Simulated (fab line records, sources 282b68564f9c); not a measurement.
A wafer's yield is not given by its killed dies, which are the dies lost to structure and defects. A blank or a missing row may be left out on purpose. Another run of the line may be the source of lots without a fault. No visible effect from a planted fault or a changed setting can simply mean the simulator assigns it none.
Matching of chambers    flow rit_cmos    RIT_ACTIVE_ETCH_13 on rie_diel-02 has 4 sister chambers
The step etches Si3N4 in SF6, stops on SiO2, time 210 s, target depth 210 nm. 16 wafers are shown with their chamber, then 8 later ones without.

== WAFERS, EACH WITH ITS CHAMBER ==
wafer   chamber  drypump_motor_current_A (A)  throttle_valve_pct (%)  oes_product_au (a.u.)
L207.1  3        5.52                         7.55                    0.850
L207.2  2        5.47                         7.63                    0.801
L207.4  1        5.81                         7.66                    0.813
L208.1  3        5.50                         7.56                    0.853
L208.2  2        5.54                         7.65                    0.817
L208.6  1        5.81                         7.67                    0.822
L209.2  1        5.79                         7.66                    0.813
L209.4  2        5.50                         7.63                    0.812
L209.6  1        5.81                         7.65                    0.823
L213.1  0        6.29                         7.54                    0.811
L213.3  3        5.51                         7.56                    0.859
L213.6  3        5.52                         7.57                    0.849
L214.1  1        5.85                         7.64                    0.801
L214.2  3        5.51                         7.57                    0.841
L214.3  2        5.50                         7.62                    0.802
L220.2  0        6.32                         7.54                    0.804

SIGNATURES, as means of the wafers listed above
reading                  chamber 0  chamber 1  chamber 2  chamber 3  scatter within a chamber
drypump_motor_current_A  6.3050     5.8140     5.5025     5.5120     0.0207
throttle_valve_pct       7.5400     7.6560     7.6325     7.5620     0.0103
oes_product_au           0.80750    0.81440    0.80800    0.85040    0.0076
Rule: a wafer lies at a distance from a chamber equal to the root of the sum of squares, over the readings, of (its reading less the chamber's mean, divided by the reading's scatter). If the next closest chamber is less than 2 further off than the closest, the wafer can't be placed; otherwise it belongs to the closest. The scatter is the square root of a quotient: the sum, over the shown wafers, of each reading's squared deviation from its chamber's mean, divided by wafers minus chambers.

== WAFERS WHOSE CHAMBER IS MISSING ==
wafer   drypump_motor_current_A (A)  throttle_valve_pct (%)  oes_product_au (a.u.)
L220.5  5.50                         7.57                    0.855
L220.6  5.52                         7.64                    0.812
L225.3  5.52                         7.64                    0.814
L225.4  6.30                         7.54                    0.805
L225.6  5.53                         7.54                    0.853
L228.3  5.50                         7.55                    0.847
L228.4  5.49                         7.65                    0.803
L228.6  5.77                         7.65                    0.815

== WHICH CHAMBER EACH ONE RAN IN ==
wafer   from the rows above  in truth
L220.5  3                    3
L220.6  2                    2
L225.3  2                    2
L225.4  0                    0
L225.6  3                    3
L228.3  3                    3
L228.4  2                    2
L228.6  1                    1
8 of 8 placed correctly. From these rows, 0 cannot be placed. 0 placed wrongly.
